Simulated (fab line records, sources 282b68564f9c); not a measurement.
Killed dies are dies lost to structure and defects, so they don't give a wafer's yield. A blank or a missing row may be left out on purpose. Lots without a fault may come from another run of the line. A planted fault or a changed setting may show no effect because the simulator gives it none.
Which tool did it? | flow rit_cmos | 13 lots, 39 wafers sampled, at 3 steps of a route of 202

WHAT THE GAUGES READ, wafer by wafer
The record holds no reading of a measuring or inspecting step that can be judged against a usual standard deviation.

WHICH TOOL RAN EACH LOT (tool, then ch and the chambers of the sampled wafers, then the start)
lot  | RIT_PWELL_EXPOSE_03                | RIT_NSD_STRIP_09                    | RIT_M1_PROBE_99
L690 | iline_stepper-01 ch 0, day 2 00:00 | plasma_asher-03 ch 1, day 3 02:50   | prober-02, day 3 12:46
L691 | iline_stepper-02 ch 0, day 2 03:23 | plasma_asher-04 ch 0,1, day 3 09:43 | prober-01, day 3 19:29
L692 | iline_stepper-02 ch 0, day 2 11:40 | plasma_asher-04 ch 0,1, day 3 16:19 | prober-02, day 4 01:47
L694 | iline_stepper-01 ch 0, day 2 19:22 | plasma_asher-03 ch 0,1, day 4 00:14 | prober-01, day 4 09:59
L698 | iline_stepper-02 ch 0, day 3 16:42 | plasma_asher-04 ch 0,1, day 4 21:55 | prober-01, day 5 07:42
L704 | iline_stepper-02 ch 0, day 4 22:35 | plasma_asher-02 ch 0,1, day 6 02:55 | prober-02, day 6 12:46
L705 | iline_stepper-01 ch 0, day 5 02:05 | plasma_asher-02 ch 0,1, day 6 03:57 | prober-02, day 6 14:13
L706 | iline_stepper-01 ch 0, day 5 09:14 | plasma_asher-02 ch 0,1, day 6 12:00 | prober-01, day 6 21:38
L707 | iline_stepper-02 ch 0, day 5 12:44 | plasma_asher-02 ch 1, day 6 16:31   | prober-02, day 7 02:36
L708 | iline_stepper-01 ch 0, day 5 17:19 | plasma_asher-02 ch 0,1, day 6 19:28 | prober-01, day 7 05:04
L709 | iline_stepper-02 ch 0, day 5 22:17 | plasma_asher-02 ch 0,1, day 7 01:37 | prober-02, day 7 12:07
L710 | iline_stepper-02 ch 0, day 6 03:50 | plasma_asher-03 ch 0,1, day 7 08:13 | prober-01, day 7 18:10
L712 | iline_stepper-02 ch 0, day 6 11:56 | plasma_asher-04 ch 0,1, day 7 15:22 | prober-01, day 8 01:25
- RIT_PWELL_EXPOSE_03: exposes mask M3, target cd 43700 nm.
- RIT_NSD_STRIP_09: strips in O2, time 180 s.
- RIT_M1_PROBE_99

WHAT THE TOOLS THEMSELVES READ (means of the sampled wafers that have a number; where no wafer has one, the mark that the record gives instead)
RIT_PWELL_EXPOSE_03. Usual: exposure_dose_mJ_cm2 250.02, standard deviation 0.22.
lot  | tool             | exposure_dose_mJ_cm2 | flag
L690 | iline_stepper-01 | 249.91               |
L691 | iline_stepper-02 | 250.16               |
L692 | iline_stepper-02 | 250.18               |
L694 | iline_stepper-01 | 250.05               |
L698 | iline_stepper-02 | 249.98               |
L704 | iline_stepper-02 | 250.24               |
L705 | iline_stepper-01 | 250.05               |
L706 | iline_stepper-01 | 250.14               |
L707 | iline_stepper-02 | 249.93               |
L708 | iline_stepper-01 | 249.99               |
L709 | iline_stepper-02 | 250.05               |
L710 | iline_stepper-02 | 249.61               |
L712 | iline_stepper-02 | 249.90               |

RIT_NSD_STRIP_09. Usual: drypump_motor_current_A 5.6 A, standard deviation 0.41.
lot  | tool            | drypump_motor_current_A (A) | flag
L690 | plasma_asher-03 | 5.5                         |
L691 | plasma_asher-04 | 5.8                         |
L692 | plasma_asher-04 | 5.8                         |
L694 | plasma_asher-03 | 5.6                         |
L698 | plasma_asher-04 | 5.9                         |
L704 | plasma_asher-02 | 5.3                         |
L705 | plasma_asher-02 | 5.3                         |
L706 | plasma_asher-02 | 5.7                         |
L707 | plasma_asher-02 | 6.0                         |
L708 | plasma_asher-02 | 5.3                         |
L709 | plasma_asher-02 | 5.3                         |
L710 | plasma_asher-03 | 5.6                         |
L712 | plasma_asher-04 | 5.7                         |

RIT_M1_PROBE_99. Usual: killed_at_M0_to_M3 0.0, standard deviation 0.12; killed_at_contacts 0.1, standard deviation 0.34; killed_at_front_end 7.0, standard deviation 2.9; killed_dies 7.2, standard deviation 2.9; killed_on_rim 2.1, standard deviation 1.4; killed_open 3.6, standard deviation 1.9; killed_short 3.5, standard deviation 2.1.
lot  | tool      | killed_at_M0_to_M3 | killed_at_contacts | killed_at_front_end | killed_dies | killed_on_rim | killed_open | killed_short | flag
L690 | prober-02 | 0.0                | 0.0                | 9.0                 | 9.0         | 3.7           | 4.0         | 5.0          |
L691 | prober-01 | 0.0                | 0.0                | 7.7                 | 7.7         | 1.3           | 4.3         | 3.3          |
L692 | prober-02 | 0.0                | 0.0                | 7.0                 | 7.0         | 1.0           | 4.7         | 2.3          |
L694 | prober-01 | 0.0                | 0.0                | 7.7                 | 7.7         | 3.0           | 3.3         | 4.3          |
L698 | prober-01 | 0.0                | 0.0                | 7.7                 | 7.7         | 2.0           | 4.7         | 3.0          |
L704 | prober-02 | 0.0                | 0.3                | 4.0                 | 4.3         | 0.7           | 1.0         | 3.3          |
L705 | prober-02 | 0.0                | 0.0                | 6.3                 | 6.3         | 2.3           | 3.3         | 3.0          |
L706 | prober-01 | 0.0                | 0.0                | 9.7                 | 9.7         | 2.7           | 4.7         | 5.0          |
L707 | prober-02 | 0.0                | 0.0                | 6.3                 | 6.3         | 3.3           | 1.7         | 4.7          |
L708 | prober-01 | 0.0                | 0.0                | 7.7                 | 7.7         | 1.3           | 5.0         | 2.7          |
L709 | prober-02 | 0.3                | 0.0                | 8.7                 | 9.0         | 2.7           | 4.3         | 4.3          |
L710 | prober-01 | 0.0                | 0.3                | 5.3                 | 5.7         | 2.3           | 3.7         | 2.0          |
L712 | prober-01 | 0.0                | 0.0                | 4.7                 | 4.7         | 2.7           | 3.3         | 1.0          |

THE ANSWER, worked out from the rows above alone
Rule: a lot is off if the mean of its wafers that have a number lies more than 3 standard deviations from the usual mean. A lot without any number at a reading at which 4 lots or more have one is off too. The other lots that the step has rows for count as sound. The gauges are gone through in route order, then the tools' own readings, and for those a lot's mean is taken as printed above. The first step at which some lot is off is used, and at that step the reading that is off furthest; a lot without a number counts as furthest.
No lot is off at any reading shown: from this, nothing can be told.

WHAT THE SIMULATOR HAD PUT IN
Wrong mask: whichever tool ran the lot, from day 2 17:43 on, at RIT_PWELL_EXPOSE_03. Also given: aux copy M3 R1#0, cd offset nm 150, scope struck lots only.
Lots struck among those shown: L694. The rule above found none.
